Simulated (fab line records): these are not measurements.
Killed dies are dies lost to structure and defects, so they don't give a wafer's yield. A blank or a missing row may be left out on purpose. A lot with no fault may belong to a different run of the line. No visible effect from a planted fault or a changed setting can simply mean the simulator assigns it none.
Which tool did it? | flow berkeley cmos170 | 7 lots, 21 wafers sampled, at 2 steps of a route of 331

WHAT THE GAUGES READ, wafer by wafer
UCB170_ACTIVE_OVL_MEAS_14.
lot  | measured    | on         | ACTIVE_OVL (nm)
L138 | day 4 08:37 | overlay-02 | 8 -2 5
L140 | day 4 20:41 | overlay-01 | -7 -6 -7
L142 | day 5 05:29 | overlay-01 | -6 -8 1
L144 | day 5 11:01 | overlay-01 | 2 2 8
L146 | day 6 13:42 | overlay-01 | 402 392 396
L148 | day 6 13:26 | overlay-01 | -15 -2 -8
L150 | day 6 23:10 | overlay-02 | 399 389 389

WHAT TOOL EACH LOT RAN ON (gives the tool, then ch and the chambers of the sampled wafers, and finally the start)
lot  | UCB170_ACTIVE_EXPOSE_10
L138 | krf scanner-01 ch 0, day 4 08:02
L140 | krf scanner-02 ch 0, day 4 20:11
L142 | krf scanner-02 ch 0, day 5 04:42
L144 | krf scanner-02 ch 0, day 5 10:29
L146 | krf scanner-02 ch 0, day 6 12:33
L148 | krf scanner-02 ch 0, day 6 12:20
L150 | krf scanner-02 ch 0, day 6 22:38
- UCB170_ACTIVE_EXPOSE_10: exposes mask ACTIVE, target cd 1200 nm.

THE ANSWER, worked out from the rows above alone
Rule: the lots themselves supply what counts as usual. Put in order of their means at a reading, lots are off if they are a third of the lots or fewer, leave a main group of 4 or more, and stand apart from it by a gap of 3 or more times the standard deviation of the main group's means; of several such gaps the widest counts. A main group whose means are all the same, to the digits that the tables above print for the reading, isn't used. A lot without any number at a reading at which 4 lots or more have one is off too. All remaining lots with rows at the step are treated as sound.
Off: at UCB170_ACTIVE_OVL_MEAS_14 (ACTIVE_OVL), L146, L150. The main group: mean -2 nm, standard deviation 5.2.
A tool fits if, at a process step before that reading, it ran every lot that is off, and no sound lot after the first of them. Those tools and the gauges at UCB170_ACTIVE_OVL_MEAS_14 are tried in the same way. One fits: krf scanner-02 at UCB170_ACTIVE_EXPOSE_10. Its last sound lot is L148 (day 6 12:20), its first lot that is off L146 (day 6 12:33): a fault that began between those two fits.

WHAT HAD BEEN PUT IN BY THE SIMULATOR
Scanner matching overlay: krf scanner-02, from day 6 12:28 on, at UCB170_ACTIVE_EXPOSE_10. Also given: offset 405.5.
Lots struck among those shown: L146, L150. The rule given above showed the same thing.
